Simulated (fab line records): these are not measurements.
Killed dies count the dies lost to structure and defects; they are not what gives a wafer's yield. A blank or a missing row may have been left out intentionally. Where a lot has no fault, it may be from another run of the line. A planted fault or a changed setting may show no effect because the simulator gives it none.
Which tool was responsible?	flow berkeleyCmos170	Sampling: 7 lots, 21 wafers, 4 of 331 route steps

== WHAT EACH GAUGE READ, for each wafer ==
UCB170_SILICIDE_RS_MEAS_02: a four-point-probe measurement.
lot	measured	on	SILICIDE_TI_RS (ohm/sq)
L649	day 7 03:55	filmMetro-01	26.59 26.54 26.50
L650	day 7 04:10	filmMetro-03	26.70 26.11 26.50
L653	day 8 05:56	filmMetro-01	26.10 26.07 26.42
L658	day 8 18:20	filmMetro-03	26.03 25.86 25.52
L663	day 9 20:22	filmMetro-01	21.13 21.20 21.13
L665	day 9 21:11	filmMetro-02	21.22 21.36 21.41
L670	day 11 11:17	filmMetro-01	26.25 26.04 26.03

== WHAT TOOL EACH LOT RAN ON (gives the tool, then ch and the chambers of the sampled wafers, and finally the start) ==
lot	UCB170_BACKSIDE_STRIP_03	UCB170_SDANNEAL_RTA_01	UCB170_SILICIDE_SPUTTER_01
L649	plasmaAsher-04 ch 0,1, day 7 02:57	rtpAnneal-02 ch 0, day 7 03:17	pvdSputter-03, day 7 03:53
L650	plasmaAsher-01 ch 0,1, day 7 03:09	rtpAnneal-02 ch 0, day 7 03:30	pvdSputter-01, day 7 04:07
L653	plasmaAsher-03 ch 0,1, day 8 04:48	rtpAnneal-01 ch 0, day 8 05:17	pvdSputter-03, day 8 05:52
L658	plasmaAsher-04 ch 0,1, day 8 17:20	rtpAnneal-01 ch 0, day 8 17:41	pvdSputter-03, day 8 18:17
L663	plasmaAsher-01 ch 0,1, day 9 19:19	rtpAnneal-01 ch 0, day 9 19:43	pvdSputter-04, day 9 20:20
L665	plasmaAsher-01 ch 0,1, day 9 20:05	rtpAnneal-01 ch 0, day 9 20:26	pvdSputter-04, day 9 21:10
L670	plasmaAsher-04 ch 0,1, day 11 10:14	rtpAnneal-02 ch 0, day 11 10:35	pvdSputter-03, day 11 11:14
- UCB170_BACKSIDE_STRIP_03: strips in O2.
- UCB170_SDANNEAL_RTA_01: time 5 s.
- UCB170_SILICIDE_SPUTTER_01: material Ti, target thk 30 nm, time 25 s.

== THE ANSWER, worked out from the rows above alone ==
Rule: usual is defined by the lots themselves. The widest of any qualifying gaps counts: lots, ordered by their means at a reading, are off when they make up no more than a third of the lots, leave a main group of 4 or more, and stand apart from it by 3 or more times the standard deviation of that group's means. If all means in a main group match to the digits the tables above print for the reading, that group is not used. A lot without any number at a reading at which 4 lots or more have one is off too. All remaining lots with rows at the step are treated as sound.
Off: L663, L665, seen at UCB170_SILICIDE_RS_MEAS_02 (SILICIDE_TI_RS). For the main group the mean is 26.22 ohm/sq and the standard deviation 0.26.
A tool fits if, at a process step before that reading, it ran every lot that is off, and no sound lot after the first of them. Those tools and the gauges at UCB170_SILICIDE_RS_MEAS_02 are tried in the same way. Can't be told from this: 3 tools fit, plasmaAsher-01 at UCB170_BACKSIDE_STRIP_03, rtpAnneal-01 at UCB170_SDANNEAL_RTA_01, pvdSputter-04 at UCB170_SILICIDE_SPUTTER_01.

== WHAT HAD BEEN PUT IN BY THE SIMULATOR ==
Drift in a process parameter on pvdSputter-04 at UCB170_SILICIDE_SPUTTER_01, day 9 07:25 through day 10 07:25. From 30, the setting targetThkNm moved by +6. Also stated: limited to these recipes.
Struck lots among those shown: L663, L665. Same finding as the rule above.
